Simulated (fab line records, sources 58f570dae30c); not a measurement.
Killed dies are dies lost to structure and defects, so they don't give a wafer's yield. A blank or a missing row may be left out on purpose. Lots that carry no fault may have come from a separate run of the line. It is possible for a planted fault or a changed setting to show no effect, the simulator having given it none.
Matching of chambers / flow berkeley_cmos170 / UCB170_GATE_ETCH_15 on rie_si-02 has 4 sister chambers
The step etches poly-Si in HBr/Cl2, stops on SiO2, time 56.3 s, target depth 278.2 nm. 8 wafers are shown with their chamber, then 7 later ones without.

== WAFERS WITH THEIR CHAMBER ==
wafer=L485.1; chamber=1; throttle_valve_pct (%)=26.65; drypump_motor_current_A (A)=5.1
wafer=L485.2; chamber=3; throttle_valve_pct (%)=26.60; drypump_motor_current_A (A)=5.2
wafer=L485.4; chamber=2; throttle_valve_pct (%)=26.33; drypump_motor_current_A (A)=5.7
wafer=L487.1; chamber=0; throttle_valve_pct (%)=26.16; drypump_motor_current_A (A)=5.7
wafer=L487.3; chamber=1; throttle_valve_pct (%)=26.63; drypump_motor_current_A (A)=5.1
wafer=L487.5; chamber=0; throttle_valve_pct (%)=26.15; drypump_motor_current_A (A)=5.8
wafer=L490.1; chamber=2; throttle_valve_pct (%)=26.33; drypump_motor_current_A (A)=5.6
wafer=L490.2; chamber=3; throttle_valve_pct (%)=26.61; drypump_motor_current_A (A)=5.2

== WAFERS MISSING THEIR CHAMBER ==
wafer=L490.6; throttle_valve_pct (%)=26.15; drypump_motor_current_A (A)=5.8
wafer=L496.1; throttle_valve_pct (%)=26.32; drypump_motor_current_A (A)=5.6
wafer=L496.4; throttle_valve_pct (%)=26.16; drypump_motor_current_A (A)=5.7
wafer=L496.6; throttle_valve_pct (%)=26.32; drypump_motor_current_A (A)=5.6
wafer=L500.1; throttle_valve_pct (%)=26.33; drypump_motor_current_A (A)=5.7
wafer=L500.5; throttle_valve_pct (%)=26.34; drypump_motor_current_A (A)=5.7
wafer=L500.6; throttle_valve_pct (%)=26.64; drypump_motor_current_A (A)=5.1

== WHICH CHAMBER EACH WENT THROUGH ==
wafer=L490.6; from the rows above=0; in truth=0
wafer=L496.1; from the rows above=2; in truth=2
wafer=L496.4; from the rows above=0; in truth=0
wafer=L496.6; from the rows above=2; in truth=2
wafer=L500.1; from the rows above=2; in truth=2
wafer=L500.5; from the rows above=2; in truth=2
wafer=L500.6; from the rows above=1; in truth=1
Correctly placed: 7 of 7. Left unplaced by these rows: 0. Number placed wrongly: 0.
How it was worked out, from the rows above alone: a wafer's distance from a chamber is the root of the sum, over the readings, of the square of ((its reading less the chamber's mean) divided by the reading's scatter). If the next closest chamber is less than 2 further off than the closest, the wafer can't be placed; otherwise it belongs to the closest. A chamber's mean is the mean of its shown wafers. The scatter is the square root of a quotient: the sum, over the shown wafers, of each reading's squared deviation from its chamber's mean, divided by wafers minus chambers.
